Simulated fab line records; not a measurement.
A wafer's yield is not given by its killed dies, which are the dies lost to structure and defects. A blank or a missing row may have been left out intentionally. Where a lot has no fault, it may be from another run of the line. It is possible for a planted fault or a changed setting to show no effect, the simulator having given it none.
fab line records	flow berkeleyCmos170
record lots=14	wafers=42	lastDay=14
route steps=331 shown PVT@120 V1@256 M2@286 V2@305
lots untouched by any fault: they come from a run of this same line in which no faults occurred
startH: the number of hours between the record's first day and the start of the first shown wafer of the lot	waitH: time in hours since the lot's previous step	" identical to the entry in the row above	L1.1+2: a row that stands for several wafers	- no value, or no start was given	* or withheld: withheld	< > ~ a bound
route shown NAME@n: a module of which the file shows steps, and the number in the route of the first	usual: mean/standard deviation of fault-free wafers	same: alike in all rows	chamber/n: place in a boat	sites: each site's reading	_std_site: the values' standard deviation	_edge_site: outer sites' mean less inner sites'	radiusMm: for every site, how far away it sits from the centre of the wafer	mask NAME#n: copy n	behind: the last tool/chamber to shape the wafer	hold: the reason the lot was held/the length of the hold in hours/how it ended	device: whichever transistor did not switch (one of n, p or np)	end of line: tests of these same wafers at the route's end	step lacking rows: just its recipe	killed: count of dies lost to structure and defects at first sort (not the wafer's yield)	map: dies across one wafer; x = killed, . = not, _ = none there
set.NAME: setting as actually run; set.NAME@STEP: the setting as run at that earlier step	model.NAME: the simulator's own value behind a step, which no gauge read
steps of the route over a sample of lots; a table a step, a row a wafer
services: from which hour (startH, from the record's first day; less than 0 if before it) a tool's chamber was out of use, for how many hours, and why
## steps
# step UCB170_PVT_DEVELOP_05
# recipe developer=TMAH	developTimeS=45	resist=KrF	devTempC=21
# usual developerTempC=21.00/0.1
lot.wafer	tool	chamber	startH	waitH	developerTempC
L250.1	lithoTrack-04	0	123	-	20.98
L250.3	"	0	"	"	20.97
L250.4	"	0	"	"	20.99
L251.1	lithoTrack-03	0	143	-	21.06
L251.2	"	0	"	"	21.00
L251.5	"	0	"	"	21.06
L253.2	lithoTrack-02	0	168	-	21.10
L253.4	"	0	"	"	21.04
L253.5	"	0	"	"	20.96
L255.2	lithoTrack-04	0	168	-	21.10
L255.4	"	0	"	"	21.22
L255.5	"	0	"	"	21.06
L257.2	lithoTrack-04	0	173	-	20.90
L257.3	"	0	"	"	20.76
L257.5	"	0	"	"	20.93
L258.4	lithoTrack-04	0	173	-	21.78
L258.5	"	0	"	"	21.88
L258.6	"	0	"	"	21.65
L259.1	lithoTrack-02	0	181	-	20.99
L259.3	"	0	"	"	21.01
L259.4	"	0	"	"	21.05
L260.2	lithoTrack-03	0	181	-	20.85
L260.3	"	0	"	"	20.88
L260.4	"	0	"	"	20.90
L263.1	lithoTrack-04	0	204	-	21.88
L263.2	"	0	"	"	21.85
L263.4	"	0	"	"	21.96
L265.1	lithoTrack-02	0	219	-	21.13
L265.3	"	0	"	"	21.11
L265.5	"	0	"	"	21.14
L268.3	lithoTrack-02	0	234	-	20.89
L268.4	"	0	"	"	21.01
L268.5	"	0	"	"	21.01
L270.1	lithoTrack-02	0	234	-	21.10
L270.3	"	0	"	"	21.03
L270.4	"	0	"	"	21.06
L269.1	lithoTrack-02	0	234	-	21.19
L269.2	"	0	"	"	21.07
L269.4	"	0	"	"	21.10
L272.1	lithoTrack-02	0	268	-	20.92
L272.3	"	0	"	"	20.98
L272.5	"	0	"	"	20.92
# step UCB170_V1_CMP_02
# recipe material=SiO2	downForcePsi=6	platenRpm=60	padVelocityMS=0.75398
# usual motorCurrentA=16.1/1.2	slurryFlowMlMin=150.0/0.43
lot.wafer	tool	chamber	startH	waitH	motorCurrentA	slurryFlowMlMin
L250.3	cmp-02	2	167.16	0.0	15.1	150.1
L250.1	"	0	"	"	17.7	150.5
L250.4	"	1	"	"	18.0	149.9
L251.1	cmp-02	2	193.99	0.1	14.7	149.6
L251.2	"	3	"	"	14.8	150.2
L251.5	"	1	"	"	17.4	149.8
L255.4	cmp-01	0	211.32	0.0	16.0	150.0
L255.2	"	3	"	"	14.5	150.2
L255.5	"	0	"	"	16.4	149.7
L253.2	cmp-02	3	211.37	0.1	14.6	150.2
L253.4	"	1	"	"	17.8	150.5
L253.5	"	2	"	"	15.9	150.1
L257.2	cmp-02	3	215.42	0.0	14.8	150.5
L257.3	"	0	"	"	16.9	149.7
L257.5	"	3	"	"	14.4	150.6
L258.4	cmp-01	0	216.76	0.0	16.6	149.2
L258.6	"	0	"	"	16.7	149.1
L258.5	"	1	"	"	17.5	150.0
L259.1	cmp-02	0	223.17	0.1	18.0	150.1
L259.4	"	2	"	"	15.1	150.1
L259.3	"	3	"	"	14.1	150.2
L260.3	cmp-02	1	224.99	0.2	18.6	149.6
L260.4	"	2	"	"	14.8	150.6
L260.2	"	3	"	"	15.2	149.8
L263.4	cmp-01	0	253.71	0.0	16.8	151.0
L263.1	"	2	"	"	15.8	149.6
L263.2	"	3	"	"	15.1	150.4
L265.1	cmp-01	0	263.01	0.1	15.9	150.4
L265.3	"	1	"	"	16.8	150.7
L265.5	"	3	"	"	13.9	149.9
L268.3	cmp-02	2	275.34	0.0	14.7	150.2
L268.4	"	3	"	"	14.4	149.6
L268.5	"	2	"	"	14.6	149.8
L270.1	cmp-01	3	276.73	0.1	14.9	149.8
L270.3	"	0	"	"	15.4	149.6
L270.4	"	1	"	"	16.8	150.3
L269.4	cmp-01	2	281.68	0.0	17.3	150.5
L269.2	"	3	"	"	14.2	150.1
L269.1	"	0	"	"	15.8	150.4
L272.1	cmp-02	0	328.13	0.1	17.3	149.5
L272.3	"	3	"	"	14.6	149.4
L272.5	"	1	"	"	16.9	149.6
# step UCB170_M2_CD_MEAS_15
# recipe targetCdNm=700
# usual cdNm=700.0/1.4
lot.wafer	tool	chamber	startH	waitH	cdNm
L250.1	cdSem-02	-	175.79	-	699.7
L250.3	"	-	"	"	700.6
L250.4	"	-	"	"	699.0
L251.1	cdSem-01	-	202.28	-	699.5
L251.2	"	-	"	"	698.4
L251.5	"	-	"	"	698.7
L253.2	cdSem-02	-	215.85	-	699.2
L253.4	"	-	"	"	699.2
L253.5	"	-	"	"	700.2
L255.2	cdSem-02	-	216.36	-	699.2
L255.4	"	-	"	"	697.1
L255.5	"	-	"	"	698.1
L257.2	cdSem-01	-	223.38	-	698.7
L257.3	"	-	"	"	698.0
L257.5	"	-	"	"	699.1
L258.4	cdSem-02	-	223.70	-	700.4
L258.5	"	-	"	"	701.3
L258.6	"	-	"	"	701.2
L259.1	cdSem-01	-	228.38	-	697.7
L259.3	"	-	"	"	697.7
L259.4	"	-	"	"	699.1
L260.2	cdSem-02	-	235.49	-	701.0
L260.3	"	-	"	"	699.5
L260.4	"	-	"	"	698.9
L263.1	cdSem-02	-	261.15	-	701.9
L263.2	"	-	"	"	701.0
L263.4	"	-	"	"	701.7
L265.1	cdSem-02	-	271.20	-	699.5
L265.3	"	-	"	"	700.3
L265.5	"	-	"	"	699.4
L268.3	cdSem-01	-	281.32	-	702.1
L268.4	"	-	"	"	700.9
L268.5	"	-	"	"	700.8
L270.1	cdSem-02	-	281.53	-	699.4
L270.3	"	-	"	"	700.3
L270.4	"	-	"	"	700.4
L269.1	cdSem-01	-	286.08	-	700.5
L269.2	"	-	"	"	701.0
L269.4	"	-	"	"	701.1
L272.1	cdSem-01	-	337.00	-	698.4
L272.3	"	-	"	"	697.4
L272.5	"	-	"	"	697.7
# step UCB170_V2_OVL_MEAS_13
# usual V2_OVL=1/5.2
lot.wafer	tool	chamber	startH	waitH	V2_OVL[nm]
L250.1	overlay-01	-	178.71	0.1	5
L250.3	"	-	"	"	6
L250.4	"	-	"	"	6
L251.1	overlay-01	-	205.51	0.1	5
L251.2	"	-	"	"	3
L251.5	"	-	"	"	0
L253.2	overlay-02	-	219.59	0.1	-8
L253.4	"	-	"	"	-1
L253.5	"	-	"	"	-5
L255.2	overlay-02	-	220.54	0.1	12
L255.4	"	-	"	"	6
L255.5	"	-	"	"	13
L257.2	overlay-02	-	228.14	0.1	-9
L257.3	"	-	"	"	-5
L257.5	"	-	"	"	-3
L258.4	overlay-01	-	228.34	0.1	-1
L258.5	"	-	"	"	-4
L258.6	"	-	"	"	3
L259.1	overlay-02	-	232.72	0.1	1
L259.3	"	-	"	"	2
L259.4	"	-	"	"	4
L260.2	overlay-01	-	238.04	0.1	0
L260.3	"	-	"	"	3
L260.4	"	-	"	"	-7
L263.1	overlay-01	-	264.04	0.1	1
L263.2	"	-	"	"	-5
L263.4	"	-	"	"	-6
L265.1	overlay-02	-	274.06	0.1	-2
L265.3	"	-	"	"	-2
L265.5	"	-	"	"	5
L268.3	overlay-01	-	283.73	0.1	7
L268.4	"	-	"	"	-5
L268.5	"	-	"	"	0
L270.1	overlay-01	-	284.45	0.1	4
L270.3	"	-	"	"	7
L270.4	"	-	"	"	-6
L269.1	overlay-02	-	288.52	0.1	13
L269.2	"	-	"	"	6
L269.4	"	-	"	"	11
L272.1	overlay-02	-	341.70	0.1	4
L272.3	"	-	"	"	0
L272.5	"	-	"	"	1
## services
tool	chamber	startH	hours	kind
cmp-02	-	113.85	5.6	pm
cmp-02	-	132.27	1.2	repair
cmp-01	-	181.40	3.5	repair
cmp-01	-	199.78	4.9	pm
cmp-02	-	232.00	4.0	pm
cmp-02	-	236.00	-	consumableReplace:conditioner
cmp-02	-	236.00	-	consumableReplace:pad
cmp-02	-	304.41	2.5	repair
## key
firstSign step=UCB170_PVT_DEVELOP_05	reading=developerTempC	direction=up	sigmas=8.3	usual=*	struck=*
effect none on later readings
metAt UCB170_PVT_DEVELOP_05
struckLots L258,L263
testerLeftOut L258,L263
notActingAt UCB170_V1_CMP_02,UCB170_M2_CD_MEAS_15,UCB170_V2_OVL_MEAS_13
fault kind=processParameterDrift	tool=lithoTrack-04	chamber=-	onsetH=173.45	steps=UCB170_PVT_DEVELOP_05	channel=devTempC	offset=*	shape=step	endH=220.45	actsIn=*	stated=*
# testerLeftOut: of these lots the tester's yield and bins aren't shown, on N5 and GAA mostly nor the transistor test; their killed dies are dies lost to structure and defects alone, not to doping, threshold or leakage, so they don't give the yield
